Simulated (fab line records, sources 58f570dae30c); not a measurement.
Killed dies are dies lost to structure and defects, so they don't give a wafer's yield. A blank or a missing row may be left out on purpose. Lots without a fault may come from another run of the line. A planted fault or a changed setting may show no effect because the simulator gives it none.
Tool commonality check | flow berkeley_cmos170 | 13 lots, 39 wafers sampled

WHY IT WAS OPENED
At UCB170_NLDD_CD_MEAS_06 the reading cd_nm is flagged on 1 of 13 lots. Wafers without a fault read 1200.1 nm, standard deviation 1.8.
Rule: a lot is flagged when every wafer of it that has a number lies more than 4 standard deviations from that mean, or none has a number. The other lots count as sound.

lot  | measured     | on        | cd_nm (nm), wafer by wafer | flag
L582 | day 7 03:29  | cd_sem-01 | 1201.0 1200.6 1201.2       |
L585 | day 7 17:47  | cd_sem-02 | 1199.7 1198.8 1200.1       |
L584 | day 7 18:07  | cd_sem-02 | 1199.4 1198.7 1198.8       |
L586 | day 8 05:45  | cd_sem-01 | 961.3 961.5 959.9          | FLAGGED
L595 | day 9 23:44  | cd_sem-02 | 1204.7 1203.8 1203.8       |
L596 | day 10 15:01 | cd_sem-01 | 1197.5 1199.3 1198.4       |
L598 | day 10 15:36 | cd_sem-02 | 1199.7 1201.6 1200.4       |
L597 | day 10 15:45 | cd_sem-01 | 1199.4 1200.1 1199.7       |
L600 | day 11 06:41 | cd_sem-02 | 1200.0 1200.9 1200.3       |
L599 | day 11 06:47 | cd_sem-01 | 1201.2 1200.7 1202.8       |
L602 | day 12 02:31 | cd_sem-02 | 1200.6 1200.2 1200.5       |
L605 | day 12 19:07 | cd_sem-01 | 1200.6 1199.7 1199.4       |
L604 | day 12 19:13 | cd_sem-01 | 1201.9 1202.1 1201.3       |
The numbers of the flagged lots are 960.9 nm on average: -239.2 nm against the usual, or -99 or more standard deviations.

WHICH TOOL RAN EACH LOT
The record holds 1 process step before the reading, out of a route of 331 steps. In each cell: the tool, then ch and the chambers that the sampled wafers went through, then the start.
lot  | flag    | UCB170_NLDD_EXPOSE_03
L582 |         | krf_scanner-01 ch 0, day 7 03:06
L585 |         | krf_scanner-02 ch 0, day 7 17:16
L584 |         | krf_scanner-01 ch 0, day 7 17:41
L586 | FLAGGED | krf_scanner-01 ch 0, day 8 04:59
L595 |         | krf_scanner-01 ch 0, day 9 23:01
L596 |         | krf_scanner-02 ch 0, day 10 14:14
L598 |         | krf_scanner-02 ch 0, day 10 14:46
L597 |         | krf_scanner-01 ch 0, day 10 15:00
L600 |         | krf_scanner-02 ch 0, day 11 06:07
L599 |         | krf_scanner-01 ch 0, day 11 06:21
L602 |         | krf_scanner-01 ch 0, day 12 02:08
L605 |         | krf_scanner-01 ch 0, day 12 18:23
L604 |         | krf_scanner-01 ch 0, day 12 18:29
What these steps do:
- UCB170_NLDD_EXPOSE_03: exposes mask NSELECT, target cd 1200 nm.
- UCB170_NLDD_CD_MEAS_06: target cd 1200 nm.

FLAGGED OVER TOTAL, TOOL BY TOOL (the gauges that took the reading come last)
step                   | tool           | lots run | flagged | share of the flagged lots | sound lots run after its first flagged lot
UCB170_NLDD_EXPOSE_03  | krf_scanner-01 | 9        | 1       | all                       | 6 (L595,L597,L599,L602,L605,L604)
UCB170_NLDD_EXPOSE_03  | krf_scanner-02 | 4        | 0       | none                      | -
UCB170_NLDD_CD_MEAS_06 | cd_sem-01      | 7        | 1       | all                       | 5 (L596,L597,L599,L605,L604)
UCB170_NLDD_CD_MEAS_06 | cd_sem-02      | 6        | 0       | none                      | -

WHAT THE TABLE ALLOWS
2 rows of the table ran every flagged lot: krf_scanner-01 at UCB170_NLDD_EXPOSE_03, cd_sem-01 at UCB170_NLDD_CD_MEAS_06.
- krf_scanner-01 at UCB170_NLDD_EXPOSE_03: 1 of its 9 lots flagged. Sound lots ran on it after the first flagged one (L595, L597, L599, L602, L605, L604), which a lasting fault on the whole tool wouldn't allow.
- cd_sem-01 at UCB170_NLDD_CD_MEAS_06: 1 of its 7 lots flagged. Sound lots ran on it after the first flagged one (L596, L597, L599, L605, L604), which a lasting fault on the whole tool wouldn't allow.
No row of the table ran every flagged lot and no sound lot after the first.

WHAT THE SIMULATOR HAD PUT IN
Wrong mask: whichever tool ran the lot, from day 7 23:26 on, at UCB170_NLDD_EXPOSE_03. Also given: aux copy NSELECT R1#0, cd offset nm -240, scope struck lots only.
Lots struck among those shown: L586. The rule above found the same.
